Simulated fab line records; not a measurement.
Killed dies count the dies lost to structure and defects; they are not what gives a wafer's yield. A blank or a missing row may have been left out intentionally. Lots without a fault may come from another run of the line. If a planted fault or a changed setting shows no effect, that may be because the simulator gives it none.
fab line records ; flow ritCmos
record lots=14; wafers=42; lastDay=7
route steps=202 shown ACTIVE@2 M1@202
lots with no fault: from the same line, run without faults
startH: hours from the record's first day to the start of the lot's first wafer shown ; waitH: how many hours have passed since the lot's step before this one ; " as in the row above ; L1.1+2: several wafers, shown together as one row ; - no value present, or no start provided ; * or withheld: withheld ; < > ~ a bound
route shown NAME@n: a module of which the file shows steps, and the number in the route of the first ; usual: the fault-free wafers' mean and standard deviation ; same: alike in all rows ; chamber/n: place in a boat ; sites: per-site readings ; _std_site: the standard deviation of these ; _edge_site: outer sites' mean less inner sites' ; radiusMm: for every site, how far away it sits from the centre of the wafer ; mask NAME#n: copy n ; behind: the most recent tool/chamber to have shaped the wafer ; hold: why the lot went on hold/how many hours it stayed there/how the hold came to an end ; device: the transistor (n, p or np) that didn't switch ; end of line: tests run on the same wafers once the route is complete ; a step with no rows: only its recipe ; killed: the dies lost at the first sort to structure and to defects; this is not the yield of the wafer ; map: per-die view of a wafer (x killed, . not killed, _ where there is no die)
set.NAME: the setting the step ran with; set.NAME@STEP: the setting that earlier step ran with ; model.NAME: the simulator's own value behind a step, which no gauge read
the route's steps for a sample of lots (tables are steps, rows are wafers)
services: a tool's chamber out of use, with start hour (startH, from the record's first day; less than 0 if before it), hours out, and reason
## steps
# step RIT_ACTIVE_OXIDATION_01
# recipe tempC=1000; ambient=O2; targetThkA=468; oxTimeS=3360
# usual spikeTcCentreC=1001.5/1.5; spikeTcLoadC=1027.4/2.3; spikeTcSourceC=1025.6/1.1; tubeCenterTempC=1000/0.093; tube_center_temp_C_max=1002.5/0.42; zonePowerLoadPct=36.1/0.68
lot.wafer;tool;chamber;startH;waitH;spikeTcCentreC;spikeTcLoadC;spikeTcSourceC;tubeCenterTempC;tube_center_temp_C_max;zonePowerLoadPct
L494.1;furnace-01;0;10.46;0.4;999.1;1026.0;1025.3;999.99;1002.5;36.9
L494.2;furnace-01;0;10.46;0.4;999.5;1026.7;1025.9;1000.1;1002.4;37.0
L494.3;furnace-01;0;10.46;0.4;999.9;1024.1;1025.7;999.97;1001.8;37.0
L495.1;furnace-04;0;17.07;2.0;1002.0;1025.7;1027.3;999.97;1002.5;35.6
L495.4;furnace-04;0;17.07;2.0;1002.7;1026.4;1026.7;1000;1002.7;35.4
L495.5;furnace-04;0;17.07;2.0;1001.7;1023.7;1025.6;999.88;1003.2;35.3
L497.2;furnace-03;0;25.76;0.7;1003.7;1029.4;1027.5;999.91;1002.3;35.2
L497.3;furnace-03;0;25.76;0.7;1001.8;1030.7;1027.2;1000;1002.5;35.9
L497.6;furnace-03;0;25.76;0.7;1001.7;1031.5;1026.4;999.83;1002.6;35.0
L502.2;furnace-01;0;53.85;3.8;956.2;981.6;979.7;955.4;958.3;33.5
L502.4;furnace-01;0;53.85;3.8;956.3;981.4;981.7;955.52;957.7;33.3
L502.6;furnace-01;0;53.85;3.8;955.6;982.7;983.2;955.51;957.2;33.1
L503.3;furnace-01;0;56.03;1.0;955.0;983.2;978.1;955.42;957.4;33.3
L503.4;furnace-01;0;56.03;1.0;952.5;983.4;979.9;955.51;958.7;33.2
L503.5;furnace-01;0;56.03;1.0;957.0;980.9;979.1;955.59;958.0;33.1
L504.1;furnace-01;0;61.67;1.6;953.8;983.1;981.9;955.56;958.3;32.9
L504.2;furnace-01;0;61.67;1.6;954.8;980.5;979.6;955.31;957.6;33.2
L504.3;furnace-01;0;61.67;1.6;953.9;982.0;979.6;955.52;958.5;33.7
L508.1;furnace-03;0;80.35;0.3;1002.6;1031.3;1025.3;1000;1002.3;35.7
L508.2;furnace-03;0;80.35;0.3;1000.7;1031.1;1025.7;999.92;1002.2;35.2
L508.3;furnace-03;0;80.35;0.3;1001.9;1030.8;1026.1;1000.1;1002.5;35.6
L510.2;furnace-04;0;90.76;0.7;1003.4;1026.3;1024.6;999.95;1003.4;36.1
L510.4;furnace-04;0;90.76;0.7;1001.3;1023.9;1025.6;999.98;1002.1;35.5
L510.5;furnace-04;0;90.76;0.7;1001.8;1024.2;1026.1;1000.1;1002.6;35.3
L511.3;furnace-04;0;96.64;1.6;1004.2;1027.0;1025.3;1000.1;1002.2;35.5
L511.5;furnace-04;0;96.64;1.6;1002.8;1024.9;1026.4;999.95;1003.2;36.2
L511.6;furnace-04;0;96.64;1.6;1004.5;1026.4;1025.2;1000.1;1002.9;36.0
L513.1;furnace-04;0;107.48;2.5;1002.0;1025.3;1026.1;1000.1;1002.8;35.2
L513.2;furnace-04;0;107.48;2.5;1000.8;1026.4;1025.1;1000.1;1003.5;35.6
L513.4;furnace-04;0;107.48;2.5;1003.7;1023.8;1026.9;999.9;1002.8;35.5
L514.2;furnace-04;0;110.12;0.1;1004.1;1026.1;1025.6;999.92;1002.4;35.9
L514.3;furnace-04;0;110.12;0.1;1003.0;1025.5;1023.0;999.86;1002.5;36.3
L514.5;furnace-04;0;110.12;0.1;1001.5;1025.8;1026.1;999.91;1002.6;35.3
L515.1;furnace-04;0;115.86;0.8;1001.9;1024.3;1024.9;999.93;1002.2;35.8
L515.3;furnace-04;0;115.86;0.8;1004.4;1026.0;1025.1;1000.1;1002.8;35.5
L515.6;furnace-04;0;115.86;0.8;1001.4;1026.6;1024.8;999.96;1002.0;35.7
L516.3;furnace-03;0;122.23;2.2;1001.9;1031.3;1025.4;999.91;1001.5;35.9
L516.5;furnace-03;0;122.23;2.2;1002.6;1032.6;1027.0;999.9;1002.0;35.9
L516.6;furnace-03;0;122.23;2.2;1000.6;1030.3;1025.6;999.96;1002.4;35.4
L517.1;furnace-03;0;125.12;0.1;1001.7;1031.2;1025.4;1000.1;1002.8;35.3
L517.2;furnace-03;0;125.12;0.1;1002.2;1032.4;1025.1;1000;1003.0;35.9
L517.4;furnace-03;0;125.12;0.1;1001.2;1032.9;1027.3;999.84;1002.4;35.4
# step RIT_ACTIVE_THK_MEAS_02
# recipe reads=SiO2_of_ACTIVE_OXIDATION_01
# usual ACTIVE_OXIDE_THK=46.5/0.72
lot.wafer;tool;chamber;startH;waitH;ACTIVE_OXIDE_THK[nm]
L494.1;filmMetro-03;-;12.39;0.0;46.7
L494.2;filmMetro-03;-;12.39;0.0;47.1
L494.3;filmMetro-03;-;12.39;0.0;46.8
L495.1;filmMetro-02;-;19.00;0.0;46.4
L495.4;filmMetro-02;-;19.00;0.0;46.8
L495.5;filmMetro-02;-;19.00;0.0;46.6
L497.2;filmMetro-02;-;27.70;0.0;47.3
L497.3;filmMetro-02;-;27.70;0.0;46.7
L497.6;filmMetro-02;-;27.70;0.0;47.8
L502.2;filmMetro-02;-;55.79;0.0;31.8
L502.4;filmMetro-02;-;55.79;0.0;31.0
L502.6;filmMetro-02;-;55.79;0.0;31.3
L503.3;filmMetro-01;-;57.98;0.0;31.0
L503.4;filmMetro-01;-;57.98;0.0;30.5
L503.5;filmMetro-01;-;57.98;0.0;30.5
L504.1;filmMetro-01;-;63.60;0.0;31.0
L504.2;filmMetro-01;-;63.60;0.0;31.8
L504.3;filmMetro-01;-;63.60;0.0;31.5
L508.1;filmMetro-03;-;82.28;0.0;46.6
L508.2;filmMetro-03;-;82.28;0.0;47.4
L508.3;filmMetro-03;-;82.28;0.0;46.2
L510.2;filmMetro-02;-;92.70;0.0;45.3
L510.4;filmMetro-02;-;92.70;0.0;45.8
L510.5;filmMetro-02;-;92.70;0.0;45.2
L511.3;filmMetro-01;-;98.60;0.0;47.7
L511.5;filmMetro-01;-;98.60;0.0;47.4
L511.6;filmMetro-01;-;98.60;0.0;47.3
L513.1;filmMetro-02;-;109.41;0.0;46.5
L513.2;filmMetro-02;-;109.41;0.0;46.7
L513.4;filmMetro-02;-;109.41;0.0;46.5
L514.2;filmMetro-01;-;112.06;0.0;45.6
L514.3;filmMetro-01;-;112.06;0.0;45.1
L514.5;filmMetro-01;-;112.06;0.0;46.1
L515.1;filmMetro-02;-;117.79;0.0;47.1
L515.3;filmMetro-02;-;117.79;0.0;46.9
L515.6;filmMetro-02;-;117.79;0.0;47.0
L516.3;filmMetro-02;-;124.18;0.0;47.4
L516.5;filmMetro-02;-;124.18;0.0;46.5
L516.6;filmMetro-02;-;124.18;0.0;46.3
L517.1;filmMetro-02;-;127.05;0.0;47.0
L517.2;filmMetro-02;-;127.05;0.0;46.6
L517.4;filmMetro-02;-;127.05;0.0;46.1
# step RIT_M1_PROBE_99
# usual killedAtContacts=0.1/0.31; killedAtFrontEnd=7/3; killedDies=7/3; killedOpen=3.2/1.9; killedShort=3.6/2.2
# same grossDies=264; killed_at_M0_to_M3=0; killed_at_M4_up=0; killedAtBackSide=0; killedAtOther=0
lot.wafer;tool;chamber;startH;waitH;killedAtContacts;killedAtFrontEnd;killedDies;killedOpen;killedShort
L504.1;prober-02;-;115.05;0.1;0;5;5;2;3
L504.2;prober-02;-;115.10;0.1;1;5;6;5;1
L504.3;prober-02;-;115.15;0.2;0;3;3;1;2
# killed by level:class
L504.1 FOX2:geometricParticle:short=3 FOX2:geometricParticle:open=1 GATE:geometricParticle:open=1
L504.2 FOX1:geometricParticle:open=3 GATE:geometricParticle:open=1 SPACER:geometricParticle:short=1 CONTACT:geometricParticle:open=1
L504.3 GATE:geometricParticle:open=1 GATE:geometricParticle:short=1 SPACER:geometricParticle:short=1
## services
tool;chamber;startH;hours;kind
furnace-04;-;13.65;3.2;pm
furnace-03;-;14.81;4.5;pm
furnace-04;-;44.90;3.0;pm
## key
firstSign step=RIT_ACTIVE_OXIDATION_01; reading=tubeCenterTempC; direction=down; sigmas=99+; usual=*; struck=*
effect step=RIT_ACTIVE_OXIDATION_01; reading=tube_center_temp_C_max; direction=down; sigmas=99+; usual=*; struck=*
effect step=RIT_ACTIVE_THK_MEAS_02; reading=ACTIVE_OXIDE_THK; direction=down; sigmas=21; usual=46.5; struck=31.2
metAt RIT_ACTIVE_OXIDATION_01
struckLots L502,L503,L504
testerLeftOut L502,L503,L504
onsetBetween 10.46 53.85
fault kind=processParameterDrift; tool=furnace-01; chamber=-; onsetH=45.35; steps=RIT_ACTIVE_OXIDATION_01; channel=tempC; offset=*; shape=step; endH=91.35; actsIn=*; stated=*
# testerLeftOut: of these lots the tester's yield and bins aren't shown, on N5 and GAA mostly nor the transistor test; their killed dies are dies lost to structure and defects alone, not to doping, threshold or leakage, so they don't give the yield
